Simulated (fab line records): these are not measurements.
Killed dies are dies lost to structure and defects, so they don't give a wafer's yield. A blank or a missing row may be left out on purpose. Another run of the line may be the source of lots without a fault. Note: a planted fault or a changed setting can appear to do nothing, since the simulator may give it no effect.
Which tool is to blame? || flow rit_cmos || 13 lots with 39 wafers sampled at 2 steps, on a route of 202 steps

## WHAT EACH GAUGE READ, for each wafer
RIT_CONTACT_THK_MEAS_01.
{"lot": "L207", "measured": "day 3 23:05", "on": "film_metro-03", "CONTACT_TEOS_THK (nm)": "392 398 397"}
{"lot": "L209", "measured": "day 4 10:54", "on": "film_metro-01", "CONTACT_TEOS_THK (nm)": "397 394 396"}
{"lot": "L210", "measured": "day 4 11:02", "on": "film_metro-04", "CONTACT_TEOS_THK (nm)": "392 401 403"}
{"lot": "L211", "measured": "day 4 17:28", "on": "film_metro-03", "CONTACT_TEOS_THK (nm)": "392 388 403"}
{"lot": "L214", "measured": "day 4 22:20", "on": "film_metro-03", "CONTACT_TEOS_THK (nm)": "397 407 406"}
{"lot": "L213", "measured": "day 4 23:58", "on": "film_metro-04", "CONTACT_TEOS_THK (nm)": "401 400 409"}
{"lot": "L215", "measured": "day 5 03:35", "on": "film_metro-04", "CONTACT_TEOS_THK (nm)": "400 410 406"}
{"lot": "L217", "measured": "day 5 11:45", "on": "film_metro-03", "CONTACT_TEOS_THK (nm)": "402 399 409"}
{"lot": "L218", "measured": "day 5 16:19", "on": "film_metro-03", "CONTACT_TEOS_THK (nm)": "399 406 402"}
{"lot": "L221", "measured": "day 6 08:46", "on": "film_metro-03", "CONTACT_TEOS_THK (nm)": "392 404 400"}
{"lot": "L225", "measured": "day 7 03:41", "on": "film_metro-03", "CONTACT_TEOS_THK (nm)": "395 392 406"}
{"lot": "L227", "measured": "day 7 09:49", "on": "film_metro-03", "CONTACT_TEOS_THK (nm)": "402 636 405"}
{"lot": "L229", "measured": "day 7 23:14", "on": "film_metro-01", "CONTACT_TEOS_THK (nm)": "399 399 407"}

## WHAT TOOL EACH LOT RAN ON (gives the tool, then ch and the chambers of the sampled wafers, and finally the start)
{"lot": "L207", "RIT_CONTACT_CVD_00": "pecvd-04 ch 0,1, day 3 23:01"}
{"lot": "L209", "RIT_CONTACT_CVD_00": "pecvd-03 ch 0,2, day 4 10:50"}
{"lot": "L210", "RIT_CONTACT_CVD_00": "pecvd-04 ch 0,1, day 4 10:59"}
{"lot": "L211", "RIT_CONTACT_CVD_00": "pecvd-03 ch 0,1,2, day 4 17:25"}
{"lot": "L214", "RIT_CONTACT_CVD_00": "pecvd-04 ch 0,1,2, day 4 22:16"}
{"lot": "L213", "RIT_CONTACT_CVD_00": "pecvd-01 ch 0,2, day 4 23:55"}
{"lot": "L215", "RIT_CONTACT_CVD_00": "pecvd-03 ch 0,1,2, day 5 03:32"}
{"lot": "L217", "RIT_CONTACT_CVD_00": "pecvd-01 ch 0,1,2, day 5 11:41"}
{"lot": "L218", "RIT_CONTACT_CVD_00": "pecvd-03 ch 0,2, day 5 16:14"}
{"lot": "L221", "RIT_CONTACT_CVD_00": "pecvd-03 ch 0,1, day 6 08:41"}
{"lot": "L225", "RIT_CONTACT_CVD_00": "pecvd-04 ch 0,1,2, day 7 03:38"}
{"lot": "L227", "RIT_CONTACT_CVD_00": "pecvd-03 ch 1,2, day 7 09:44"}
{"lot": "L229", "RIT_CONTACT_CVD_00": "pecvd-01 ch 0,1,2, day 7 23:11"}
- RIT_CONTACT_CVD_00: deposits SiO2 from TEOS, target thk 400 nm, time 61 s.

## AS READ BY THE TOOLS THEMSELVES (means over the sampled wafers that have a number; for cases with no such wafer, the mark the record gives instead)
RIT_CONTACT_CVD_00.
{"lot": "L207", "tool": "pecvd-04", "heater_power_w (W)": 327}
{"lot": "L209", "tool": "pecvd-03", "heater_power_w (W)": 359}
{"lot": "L210", "tool": "pecvd-04", "heater_power_w (W)": 323}
{"lot": "L211", "tool": "pecvd-03", "heater_power_w (W)": 314}
{"lot": "L214", "tool": "pecvd-04", "heater_power_w (W)": 286}
{"lot": "L213", "tool": "pecvd-01", "heater_power_w (W)": 327}
{"lot": "L215", "tool": "pecvd-03", "heater_power_w (W)": 329}
{"lot": "L217", "tool": "pecvd-01", "heater_power_w (W)": 340}
{"lot": "L218", "tool": "pecvd-03", "heater_power_w (W)": 335}
{"lot": "L221", "tool": "pecvd-03", "heater_power_w (W)": 336}
{"lot": "L225", "tool": "pecvd-04", "heater_power_w (W)": 319}
{"lot": "L227", "tool": "pecvd-03", "heater_power_w (W)": 304}
{"lot": "L229", "tool": "pecvd-01", "heater_power_w (W)": 343}

## THE ANSWER, worked out from the rows above alone
Rule: the usual values come from the lots themselves. Put in order of their means at a reading, lots are off if they are a third of the lots or fewer, leave a main group of 4 or more, and stand apart from it by a gap of 3 or more times the standard deviation of the main group's means; of several such gaps the widest counts. The tables above print the reading to a certain number of digits; a main group whose means all agree to those digits is not used. A lot without any number at a reading at which 4 lots or more have one is off too. The other lots that the step has rows for count as sound. Order of review: gauges by route order, followed by the tools' own readings, for which a lot's mean as printed above is used. The first step at which some lot is off is used, and at that step the reading that is off furthest; a lot without a number counts as furthest.
Off: L227, seen at RIT_CONTACT_THK_MEAS_01 (CONTACT_TEOS_THK). The main group has a mean of 400 nm with a standard deviation of 3.5.
A tool fits if, at a process step before that reading, it ran every lot that is off, and no sound lot after the first of them. Those tools and the gauges at RIT_CONTACT_THK_MEAS_01 are tried in the same way. Can't be told from this: 2 tools fit, pecvd-03 at RIT_CONTACT_CVD_00, film_metro-03 at RIT_CONTACT_THK_MEAS_01.

## WHAT THE SIMULATOR PUT IN
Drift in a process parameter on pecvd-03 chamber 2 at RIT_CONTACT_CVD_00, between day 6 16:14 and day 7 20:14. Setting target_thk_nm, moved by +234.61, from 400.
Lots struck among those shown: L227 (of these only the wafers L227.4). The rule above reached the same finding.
